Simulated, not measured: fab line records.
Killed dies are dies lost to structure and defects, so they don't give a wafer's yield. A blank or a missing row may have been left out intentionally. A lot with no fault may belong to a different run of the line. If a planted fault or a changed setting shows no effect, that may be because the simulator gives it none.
A single fault, viewed from 2 desks -- flow berkeleyCmos170 -- every desk sees just its own numbers, and what lay behind them comes last

AT THE TOOL OWNER'S DESK: krfScanner-01
The tool's own readings at UCB170_GATE_EXPOSE_09 (exposes mask POLY, target cd 350 nm): means of the sampled wafers that have a number, for each lot that ran on this tool. The brackets show how far a lot's mean lies from the usual mean; more than 4 standard deviations puts the lot out of limits, marked OUT.
Columns: A = exposureDoseMJCm2 at UCB170_GATE_EXPOSE_09, usual 20.999; B = stageVelMmS at UCB170_GATE_EXPOSE_09, usual 500.00 mm/s
lot,first seen here,A,B
L301,day 7 18:13,21.011,499.89
L306,day 9 00:43,20.892 (-4.8) OUT,499.88
This desk's verdict: out of limits on L306, starting with L306 at day 9 00:43 (exposureDoseMJCm2 at UCB170_GATE_EXPOSE_09). Within limits: L301.

AT THE METROLOGY DESK
Lot by lot, what the gauges showed, no matter which tool ran the lot: averages of those sampled wafers that carry a number. The brackets show how far a lot's mean lies from the usual mean; more than 4 standard deviations puts the lot out of limits, marked OUT.
Columns: A = PVT_TW at UCB170_PVT_TW_MEAS_09, usual 505.7; B = FIELD_OXIDE_LEFT_2_THK at UCB170_FIELD_THK_MEAS_91, usual 355 nm; C = GATE_OXIDE_THK at UCB170_GATE_THK_MEAS_02, usual 6.64 nm; D = GATE_POLY_THK at UCB170_GATE_THK_MEAS_05, usual 214.2 nm
lot,first seen here,A,B,C,D
L291,day 5 20:55,502.9,346,6.72,214.2
L298,day 7 03:54,509.4,354,6.62,212.4
L301,day 7 10:51,504.0,348,6.63,216.1
L306,day 8 14:08,501.4,351,6.74,214.1
L314,day 9 19:00,503.6,352,6.70,215.5
This desk's finding: nothing out of limits on any of the 5 lots.

BROUGHT TOGETHER
On L306, at day 9 00:43, an alarm was possible from the tool owner's desk.
From the metrology desk's view, nothing was out of limits.
The metrology desk has L306 on record, within its limits.
UCB170_GATE_EXPOSE_09 was run on krfScanner-01 by each of the lots named.

WHAT THE SIMULATOR HAD PUT IN
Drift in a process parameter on krfScanner-01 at UCB170_GATE_EXPOSE_09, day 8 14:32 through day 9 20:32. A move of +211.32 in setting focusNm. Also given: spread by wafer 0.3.
Lots struck among those shown: L306.
Time in hours from fault onset to the first out-of-limits reading at each desk: the tool owner's desk, 10.
